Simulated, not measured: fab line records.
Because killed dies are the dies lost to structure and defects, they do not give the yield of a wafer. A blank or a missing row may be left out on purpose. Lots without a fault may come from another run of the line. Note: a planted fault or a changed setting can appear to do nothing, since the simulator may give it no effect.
Matching of chambers || flow berkeley cmos170 || rie si-01 running UCB170_GATE_ETCH_15: 4 sister chambers
The step etches poly-Si in HBr/Cl2, stops on SiO2, time 56.3 s, target depth 278.2 nm. 14 wafers are shown with their chamber, then 7 later ones without.

## WAFERS PAIRED WITH THEIR CHAMBERS
{"wafer": "L906.1", "chamber": 0, "throttle valve pct (%)": 26.24, "drypump motor current A (A)": 6.7, "he backside leak sccm (sccm)": 2.54}
{"wafer": "L906.2", "chamber": 1, "throttle valve pct (%)": 26.72, "drypump motor current A (A)": 6.2, "he backside leak sccm (sccm)": 3.02}
{"wafer": "L906.5", "chamber": 1, "throttle valve pct (%)": 26.71, "drypump motor current A (A)": 6.2, "he backside leak sccm (sccm)": 2.86}
{"wafer": "L907.1", "chamber": 0, "throttle valve pct (%)": 26.25, "drypump motor current A (A)": 6.7, "he backside leak sccm (sccm)": 2.51}
{"wafer": "L907.5", "chamber": 2, "throttle valve pct (%)": 26.08, "drypump motor current A (A)": 6.4, "he backside leak sccm (sccm)": 2.75}
{"wafer": "L907.6", "chamber": 1, "throttle valve pct (%)": 26.73, "drypump motor current A (A)": 6.2, "he backside leak sccm (sccm)": 2.83}
{"wafer": "L913.4", "chamber": 1, "throttle valve pct (%)": 26.70, "drypump motor current A (A)": 6.3, "he backside leak sccm (sccm)": 2.94}
{"wafer": "L913.5", "chamber": 3, "throttle valve pct (%)": 26.48, "drypump motor current A (A)": 6.5, "he backside leak sccm (sccm)": 3.06}
{"wafer": "L913.6", "chamber": 0, "throttle valve pct (%)": 26.22, "drypump motor current A (A)": 6.7, "he backside leak sccm (sccm)": 2.60}
{"wafer": "L912.1", "chamber": 0, "throttle valve pct (%)": 26.24, "drypump motor current A (A)": 6.7, "he backside leak sccm (sccm)": 2.62}
{"wafer": "L912.3", "chamber": 1, "throttle valve pct (%)": 26.70, "drypump motor current A (A)": 6.3, "he backside leak sccm (sccm)": 2.92}
{"wafer": "L912.6", "chamber": 2, "throttle valve pct (%)": 26.08, "drypump motor current A (A)": 6.4, "he backside leak sccm (sccm)": 2.93}
{"wafer": "L914.1", "chamber": 0, "throttle valve pct (%)": 26.23, "drypump motor current A (A)": 6.7, "he backside leak sccm (sccm)": 2.46}
{"wafer": "L914.5", "chamber": 1, "throttle valve pct (%)": 26.73, "drypump motor current A (A)": 6.3, "he backside leak sccm (sccm)": 2.98}

SIGNATURES (averages over the wafers above)
{"reading": "throttle valve pct", "chamber 0": 26.2360, "chamber 1": 26.7150, "chamber 2": 26.0800, "chamber 3": 26.4800, "scatter within a chamber": 0.0121}
{"reading": "drypump motor current A", "chamber 0": 6.700, "chamber 1": 6.250, "chamber 2": 6.400, "chamber 3": 6.500, "scatter within a chamber": 0.0387}
{"reading": "he backside leak sccm", "chamber 0": 2.5460, "chamber 1": 2.9250, "chamber 2": 2.8400, "chamber 3": 3.0600, "scatter within a chamber": 0.0767}
Rule: a wafer lies at a distance from a chamber equal to the root of the sum of squares, over the readings, of (its reading less the chamber's mean, divided by the reading's scatter). The wafer belongs to the nearest chamber; if the next one is less than 2 further off, it can't be placed. The scatter is the square root of a quotient: the sum, over the shown wafers, of each reading's squared deviation from its chamber's mean, divided by wafers minus chambers.

## WAFERS WHOSE CHAMBER IS MISSING
{"wafer": "L914.6", "throttle valve pct (%)": 26.05, "drypump motor current A (A)": 6.4, "he backside leak sccm (sccm)": 2.64}
{"wafer": "L926.3", "throttle valve pct (%)": 26.47, "drypump motor current A (A)": 6.5, "he backside leak sccm (sccm)": 2.78}
{"wafer": "L926.5", "throttle valve pct (%)": 26.23, "drypump motor current A (A)": 6.6, "he backside leak sccm (sccm)": 3.27}
{"wafer": "L926.6", "throttle valve pct (%)": 26.71, "drypump motor current A (A)": 6.3, "he backside leak sccm (sccm)": 2.83}
{"wafer": "L924.1", "throttle valve pct (%)": 26.26, "drypump motor current A (A)": 6.6, "he backside leak sccm (sccm)": 2.50}
{"wafer": "L924.3", "throttle valve pct (%)": 26.05, "drypump motor current A (A)": 6.4, "he backside leak sccm (sccm)": 2.64}
{"wafer": "L924.4", "throttle valve pct (%)": 26.72, "drypump motor current A (A)": 6.3, "he backside leak sccm (sccm)": 3.00}

## EACH ONE'S CHAMBER
{"wafer": "L914.6", "from the rows above": 2, "in truth": 2}
{"wafer": "L926.3", "from the rows above": 3, "in truth": 3}
{"wafer": "L926.5", "from the rows above": 0, "in truth": 0}
{"wafer": "L926.6", "from the rows above": 1, "in truth": 1}
{"wafer": "L924.1", "from the rows above": 0, "in truth": 0}
{"wafer": "L924.3", "from the rows above": 2, "in truth": 2}
{"wafer": "L924.4", "from the rows above": 1, "in truth": 1}
Placed correctly: 7 of 7. From these rows, 0 cannot be placed. Placed wrongly: 0.
